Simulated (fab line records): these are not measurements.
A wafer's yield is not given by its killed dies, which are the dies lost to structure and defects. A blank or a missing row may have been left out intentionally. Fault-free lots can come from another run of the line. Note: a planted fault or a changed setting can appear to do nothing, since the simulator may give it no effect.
Code-filled problem report in 8D (eight disciplines) form + flow rit cmos + the parts of the form that need people (team, actions taken, sign-off) are left out

1. WHAT IS WRONG
Mean M1_AL_RS at RIT_M1_RS_MEAS_01: 0.0827 ohm/sq over 3 wafers in 2 lots; fault-free wafers: 0.0734 ohm/sq, standard deviation 0.00079. That is +12 standard deviations from the usual mean.
The step: measures by four-point-probe.
Seen first at day 6 19:54 on film metro-03, wafer L986.2. At this step, 16 wafers from 6 lots have a number in the record. The rule behind "out" and "out of limits": a value lying over 4 standard deviations away from the usual mean. The rest of the wafers with a number are treated as sound.

2. WHAT IT IS AND WHAT IT IS NOT
| question                    | is                           | is not                                                                         |
|-----------------------------|------------------------------|--------------------------------------------------------------------------------|
| which readings at this step | M1_AL_RS                     | -                                                                              |
| which lots                  | L986, L988                   | L980, L982, L989, L993                                                         |
| which wafers of those lots  | L986.2, L988.1, L988.6       | L988.5                                                                         |
| read on which gauges        | film metro-02, film metro-03 | film metro-04                                                                  |
| when                        | from day 6 19:54             | up to then (6 sound wafers); but 7 sound wafers of L988, L989, L993 came after |

3. THE SUSPECTS, EACH WITH WHAT RULES IT OUT
Counting: a tool at a process step up to the reading stays a suspect if it ran every lot that is out. Sound lots after the first of them don't rule it out here, since some wafers of a struck lot are sound.
- the gauge at RIT_M1_RS_MEAS_01 is ruled out. The wafers that are out were read on 2 gauges (film metro-02, film metro-03).
- rie diel-01 at RIT_CONTACT_ETCH_11 (etches SiO2 in CHF3/CF4/Ar, stops on TiSi2, target depth 480 nm, time 320 s): kept. Every lot that is out went through it, the first being L986 (day 6 18:27); the last sound lot it ran before that was L982 (day 6 03:32).
- pvd sputter-01 at RIT_M1_SPUTTER_00 (material Al, target thk 400 nm, time 500 s): kept. Every lot that is out went through it, the first being L986 (day 6 19:17); the last sound lot it ran before that was L982 (day 6 04:22).
- Within rie diel-01 at RIT_CONTACT_ETCH_11: the wafers that are out ran in chambers 0, 1; their sound lot-mates ran in chamber 3.
After counting, rie diel-01 at RIT_CONTACT_ETCH_11 and pvd sputter-01 at RIT_M1_SPUTTER_00 remain.

4. THE CAUSE (what the simulator had put in)
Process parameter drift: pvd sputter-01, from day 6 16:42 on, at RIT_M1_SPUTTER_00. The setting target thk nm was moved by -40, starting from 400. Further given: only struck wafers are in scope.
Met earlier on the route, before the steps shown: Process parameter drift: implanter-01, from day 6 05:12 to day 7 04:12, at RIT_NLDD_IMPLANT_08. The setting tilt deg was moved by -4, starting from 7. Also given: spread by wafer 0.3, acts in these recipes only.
Of the 2 suspects that counting leaves, this tool is one.

5. THE EFFECT CHAIN, in route order
One row per reading whose mean, taken over the struck wafers that have a number, lies over 3 standard deviations from the usual. Only readings whose record carries a usual standard deviation are examined. hours: median over the lots of the time between each lot's start at the first step of this table that gives one and its start at this step. sigmas: the change, counted in usual standard deviations.
| hours | step                 | reading        | usual         | on struck wafers | change  | sigmas |
|-------|----------------------|----------------|---------------|------------------|---------|--------|
| 0     | RIT_M1_RS_MEAS_01    | M1_AL_RS       | 0.0734 ohm/sq | 0.0827           | +0.0093 | +12    |
| 0     | RIT_M1_THK_MEAS_02   | M1_AL_THK      | 397 nm        | 355              | -42     | -9.0   |
| 2     | RIT_M1_METAL_ETCH_12 | oes product au | 0.781 a.u.    | 0.722            | -0.059  | -4.6   |
It contains these process steps:
- RIT_M1_METAL_ETCH_12: etches Al in Cl2/BCl3, stops on SiO2, time 165 s, target depth 600 nm.
At these later measuring or inspecting steps, every struck wafer for which the step has a row has a number for every such reading, and none has moved that far: RIT_M1_CD_MEAS_09, RIT_M1_OVL_MEAS_10.

6. HOW IT WOULD HAVE BEEN CAUGHT EARLIER
The first out-of-limits reading at a measuring or inspecting step in this record came at day 6 19:54, 3 hours after the fault's start at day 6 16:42.
Tool readings at RIT_M1_SPUTTER_00 with a usual standard deviation given in the record: none out on any struck wafer, hence no alarm at a limit of 4 standard deviations on them.
Among the 2 lots that are out, L988 began RIT_M1_SPUTTER_00 on pvd sputter-01 after day 6 19:54. A tool hold placed at that time would have kept it from harm.
